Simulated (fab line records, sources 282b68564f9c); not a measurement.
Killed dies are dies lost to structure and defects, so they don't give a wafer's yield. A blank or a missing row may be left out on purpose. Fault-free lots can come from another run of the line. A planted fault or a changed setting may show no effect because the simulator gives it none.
A lot that was struck, set against a sound lot | flow ritCmos | 15 out of 202 route steps
Sound: these wafers, L403.2, L403.4, L403.5. Struck: wafer L410.4 (L410.1, L410.5, from the same lot, were not struck and are left out); the cause is given at the end.
Order at every step that has rows: each side's tool, ch and its chambers, its first start. Under that, the readings that differ: sound wafers | struck wafers | difference of the means | sigmas: that difference in standard deviations of wafers without a fault.
alike: readings whose means differ by less than 2 such deviations, and words and numbers that are the same on both sides. not compared: withheld readings, readings that some wafer has no value for, bounds like >300 that may hide the same value, and numbers for which the record gives no deviation and whose values overlap.
Wherever a step has rows on one side only, a row that says differs or no value, or a row with sigmas, the two part there. When numbers do not overlap yet have no deviation, they are printed without sigmas and do not part them. Lack of a reading on every wafer of one side parts them only where that side has two or more wafers.

RIT_SILICIDE_RTA_06: time 10 s, ramp up 5 s, ramp down 10 s.
  sound on rtpAnneal-01 ch 0, day 4 10:14; struck on rtpAnneal-02 ch 0, day 5 15:55
reading          | sound             | struck | difference | sigmas
wafer_temp_C_max | 754.9 754.5 754.3 | 752.7  | -1.9       | -2
  alike: chamberO2Ppm
RIT_CONTACT_CVD_00: deposits SiO2 from TEOS, target thk 400 nm, time 61 s.
  sound on pecvd-02 ch 0,1,2, day 4 10:17; struck on pecvd-01 ch 0, day 5 15:58
reading          | sound       | struck | difference | sigmas
heaterPowerW (W) | 302 310 362 | 429    | +104       | +2
RIT_CONTACT_THK_MEAS_01:
  sound on filmMetro-02, day 4 10:21; struck on filmMetro-03, day 5 16:01
  alike: CONTACT_TEOS_THK
then, 6 steps without rows for these wafers: RIT_CONTACT_HMDS_02 (prime time 60 s); RIT_CONTACT_COAT_03 (resist thk 1000 nm); RIT_CONTACT_SOFTBAKE_04 (time 60 s); RIT_CONTACT_EXPOSE_05 (exposes mask M11, target cd 1000 nm); RIT_CONTACT_PEB_06; RIT_CONTACT_DEVELOP_07 (develop time 120 s).
RIT_CONTACT_CD_MEAS_08 targets a cd of 1000 nm.
  sound on cdSem-02, day 4 11:31; struck on cdSem-01, day 5 17:28
  alike: cdNm
RIT_CONTACT_OVL_MEAS_09:
  sound on overlay-02, day 4 11:37; struck on overlay-01, day 5 17:35
  alike: CONTACT_OVL
then, 1 step without rows for these wafers: RIT_CONTACT_HARDBAKE_10 (time 60 s).
RIT_CONTACT_ETCH_11: etches SiO2 in CHF3/CF4/Ar, stops on TiSi2, target depth 480 nm, time 320 s.
  sound on rieDiel-03 ch 0,2,3, day 4 11:53; struck on rieDiel-04 ch 1, day 5 17:46
reading                                     | sound             | struck | difference | sigmas
drypumpMotorCurrentA (A)                    | 5.8 4.8 5.7       | 6.6    | +1.2       | +3
model.NOVOLAK_of_CONTACT_COAT_03.thkNm (nm) | 772.7 772.4 770.9 | 726.5  | -45.5      | 
  alike: oesProductAu, throttleValvePct
  not compared: rfHoursCounterH
RIT_CONTACT_STRIP_12: strips in O2, time 180 s.
  sound on plasmaAsher-04 ch 1, day 4 12:04; struck on plasmaAsher-02 ch 0, day 5 17:58
  alike: drypumpMotorCurrentA
  not compared: rfHoursCounterH
RIT_M1_PROBE_99:
  sound on prober-01, day 4 17:17; struck on prober-02, day 5 22:47
reading                                             | sound                | struck | difference | sigmas
model.etest.nmos_0p15.junctionLog10AUm              | -13.46 -13.63 -13.59 | -11.37 | +2.19      | 
model.etest.nmosNarrow.offLog10AUm                  | -13.34 -13.27 -13.26 | -11.37 | +1.92      | 
model.etest.nmos_0p3.offLog10AUm                    | -13.13 -13.19 -13.12 | -11.37 | +1.78      | 
model.etest.gateEndArray.leakLog10AUm               | -12.96 -12.9 -12.97  | -11.16 | +1.78      | 
model.etest.contactDiodeArray.leakLog10A (angstrom) | -9.274 -9.691 -9.282 | -8.146 | +1.270     | 
model.etest.pmos_0p15.junctionLog10AUm              | -13.76 -13.79 -13.74 | -12.36 | +1.40      | 
model.etest.antennaContact.gateLog10ACm2            | -6.241 -6.744 -6.662 | -5.682 | +0.867     | 
model.etest.pmos_0p3.offLog10AUm                    | -13.11 -13.05 -12.99 | -12.27 | +0.78      | 
  alike: killedAtContacts, killedAtFrontEnd, killedDies, killedOpen, killedShort

== WHERE THEY PART ==
At RIT_SILICIDE_RTA_06 first; at RIT_CONTACT_ETCH_11 last (within this record only). Later steps at which nothing parts them and some readings are alike: RIT_CONTACT_STRIP_12, RIT_M1_PROBE_99.

WHY: what had been put in by the simulator
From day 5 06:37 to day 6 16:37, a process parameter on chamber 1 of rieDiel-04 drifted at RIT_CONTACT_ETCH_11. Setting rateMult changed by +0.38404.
